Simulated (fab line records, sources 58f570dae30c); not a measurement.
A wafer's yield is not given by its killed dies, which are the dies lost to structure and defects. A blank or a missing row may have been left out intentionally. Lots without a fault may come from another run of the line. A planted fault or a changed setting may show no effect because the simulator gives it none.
Which tool is to blame? -- flow berkeley-cmos170 -- 7 lots, 21 wafers sampled, at 2 steps of a route of 331

WHAT THE GAUGES READ, wafer by wafer
UCB170_PLDD_TW_MEAS_11.
lot,measured,on,PLDD_TW
L906,day 6 04:46,film-metro-03,1006 1005 1004
L908,day 6 05:07,film-metro-03,1014 1005 1004
L911,day 6 20:44,film-metro-03,1008 1004 1005
L913,day 7 10:07,film-metro-02,1022 1021 1023
L916,day 7 19:07,film-metro-02,1021 1023 1027
L917,day 8 03:40,film-metro-03,879 877 874 877 879 876
L920,day 8 17:08,film-metro-02,887 891 885 887 889 888

TOOL THAT RAN EACH LOT (tool first, then ch and the chambers of the sampled wafers, then the start)
lot,UCB170_PLDD_IMPLANT_08
L906,"implanter-03 ch 0, day 6 04:23"
L908,"implanter-01 ch 0, day 6 04:27"
L911,"implanter-04 ch 0, day 6 20:20"
L913,"implanter-04 ch 0, day 7 09:45"
L916,"implanter-03 ch 0, day 7 18:44"
L917,"implanter-04 ch 0, day 8 03:16"
L920,"implanter-03 ch 0, day 8 16:44"
- UCB170_PLDD_IMPLANT_08

THE ANSWER, worked out from the rows above alone
Rule: usual is defined by the lots themselves. Put in order of their means at a reading, lots are off if they are a third of the lots or fewer, leave a main group of 4 or more, and stand apart from it by a gap of 3 or more times the standard deviation of the main group's means; of several such gaps the widest counts. The tables above print the reading to a certain number of digits; a main group whose means all agree to those digits is not used. Also off: a lot with no number at a reading for which 4 or more lots have one. The other lots that the step has rows for count as sound.
Off: at UCB170_PLDD_TW_MEAS_11 (PLDD_TW), L917, L920. The main group: mean 1013, standard deviation 8.3.
If a tool, at a process step before that reading, ran all the lots that are off and no sound lot after the first of them, it fits. The gauges at UCB170_PLDD_TW_MEAS_11 are tried like those tools. Of those tried, none fits.

WHAT HAD BEEN PUT IN BY THE SIMULATOR
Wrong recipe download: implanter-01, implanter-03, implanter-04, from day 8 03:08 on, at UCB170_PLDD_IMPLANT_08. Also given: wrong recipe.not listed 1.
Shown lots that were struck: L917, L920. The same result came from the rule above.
